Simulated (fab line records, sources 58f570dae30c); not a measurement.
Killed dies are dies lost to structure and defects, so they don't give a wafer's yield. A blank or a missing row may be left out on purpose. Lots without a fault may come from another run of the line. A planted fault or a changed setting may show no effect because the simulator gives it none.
Which tool did it? | flow berkeley_cmos170 | 7 lots, 20 wafers sampled, at 2 steps of a route of 331

WHAT THE GAUGES READ, wafer by wafer
UCB170_WELLDRIVE_THK_MEAS_02.
lot  | measured    | on            | WELLDRIVE_OXIDE_THK (nm)
L529 | day 3 21:40 | film_metro-03 | 205 195 199
L531 | day 4 01:10 | film_metro-03 | 198 198 200
L533 | day 4 11:16 | film_metro-01 | 180 181
L542 | day 6 14:58 | film_metro-02 | 200 199 197
L546 | day 7 16:51 | film_metro-01 | 209 210 207
L547 | day 7 19:39 | film_metro-02 | 200 201 199
L550 | day 8 09:20 | film_metro-01 | 202 206 204

WHICH TOOL RAN EACH LOT (tool, then ch and the chambers of the sampled wafers, then the start)
lot  | UCB170_WELLDRIVE_OXIDATION_01
L529 | furnace-01 ch 0, day 3 18:10
L531 | furnace-01 ch 0, day 3 21:40
L533 | furnace-01 ch 0, day 4 07:46
L542 | furnace-02 ch 0, day 6 11:28
L546 | furnace-04 ch 0, day 7 13:21
L547 | furnace-01 ch 0, day 7 16:08
L550 | furnace-01 ch 0, day 8 05:50
- UCB170_WELLDRIVE_OXIDATION_01: target thk 199 nm, ox time 9000 s.

THE ANSWER, worked out from the rows above alone
Rule: what is usual is taken from the lots themselves. Put in order of their means at a reading, lots are off if they are a third of the lots or fewer, leave a main group of 4 or more, and stand apart from it by a gap of 3 or more times the standard deviation of the main group's means; of several such gaps the widest counts. A main group whose means are all the same, to the digits that the tables above print for the reading, isn't used. A lot without any number at a reading at which 4 lots or more have one is off too. The other lots that the step has rows for count as sound.
Off: L533, at UCB170_WELLDRIVE_THK_MEAS_02 (WELLDRIVE_OXIDE_THK). The main group: mean 202 nm, standard deviation 3.6.
A tool fits if, at a process step before that reading, it ran every lot that is off, and no sound lot after the first of them. The gauges at UCB170_WELLDRIVE_THK_MEAS_02 are tried like those tools. None of those tried fits.

WHAT THE SIMULATOR HAD PUT IN
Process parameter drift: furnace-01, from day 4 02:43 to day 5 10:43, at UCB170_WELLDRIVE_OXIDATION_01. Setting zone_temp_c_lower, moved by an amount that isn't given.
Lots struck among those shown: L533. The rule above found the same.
